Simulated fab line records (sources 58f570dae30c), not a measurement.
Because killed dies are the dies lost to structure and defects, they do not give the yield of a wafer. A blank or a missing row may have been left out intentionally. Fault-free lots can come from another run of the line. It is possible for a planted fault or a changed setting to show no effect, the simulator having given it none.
Split-lot experiment ; flow berkeleyCmos170 ; route with 331 steps; 5 lots, 23 wafers read

## ON THE SPLIT
At UCB170_PWELL_CVD_05 (deposits Si3N4 from SiH2Cl2/NH3, target thk 220 nm, time 3300 s), the setting timeS was moved away from the recipe's 3300 s on 5 of the 23 wafers read, by +13.8%. All remaining wafers had this setting at the recipe value.

Between the split and the reading, the file records no step.

## THE READING
PWELL_NITRIDE_THK, in nm, at UCB170_PWELL_THK_MEAS_06. A value of 219.7 nm with a standard deviation of 1.8 nm is what fault-free wafers of this fab line usually give.

wafer;tool, chamber at the split;timeS as run, s;against the recipe;PWELL_NITRIDE_THK, nm;against lot-mates on the recipe
L074.1;-, -;3757;+13.8%;250.8;no lot-mate on the recipe
L074.3;-, -;3757;+13.8%;251.4;no lot-mate on the recipe
L074.4;-, -;3757;+13.8%;250.9;no lot-mate on the recipe
L074.5;-, -;3757;+13.8%;249.8;no lot-mate on the recipe
L074.6;-, -;3757;+13.8%;250.2;no lot-mate on the recipe
L076.1;-, -;3300;recipe;221.4;-
L076.2;-, -;3300;recipe;219.9;-
L076.3;-, -;3300;recipe;220.0;-
L076.5;-, -;3300;recipe;218.5;-
L076.6;-, -;3300;recipe;220.4;-
L077.2;-, -;3300;recipe;222.0;-
L077.3;-, -;3300;recipe;222.7;-
L077.4;-, -;3300;recipe;220.1;-
L077.5;-, -;3300;recipe;219.8;-
L077.6;-, -;3300;recipe;221.6;-
L084.2;-, -;3300;recipe;216.6;-
L084.3;-, -;3300;recipe;219.3;-
L084.4;-, -;3300;recipe;218.2;-
L084.5;-, -;3300;recipe;217.9;-
L084.6;-, -;3300;recipe;218.1;-
L085.3;lpcvd-01, 0;3300;recipe;222.5;-
L085.4;lpcvd-01, 0;3300;recipe;222.4;-
L085.6;lpcvd-01, 0;3300;recipe;221.8;-

FIT RESULTS
A straight line over all 23 wafers: PWELL_NITRIDE_THK changes by +2.2 nm for each +1% of timeS; r = +0.99; the points scatter about the line by 1.7 nm.
Too few moved wafers have a lot-mate on the recipe to fit a line with each lot's own level taken away.

## THE WHOLE CHAIN: every reading that the file lists as answering this split, in the file's order
step;what it does;reading;change (the file's fit);r (the file's)
UCB170_PWELL_CVD_05;deposits Si3N4 from SiH2Cl2/NH3, target thk 220 nm, time 3300 s;Si3N4_of_PWELL_CVD_05.thkNm (the simulator's own value, which no gauge read);+2.2 nm for each +1% of the setting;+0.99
UCB170_PWELL_THK_MEAS_06;;PWELL_NITRIDE_THK;+2.2 for each +1% of the setting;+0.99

## FILE'S OWN FIT
PWELL_NITRIDE_THK changes by +2.2 nm for each +1% of timeS, r = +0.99.
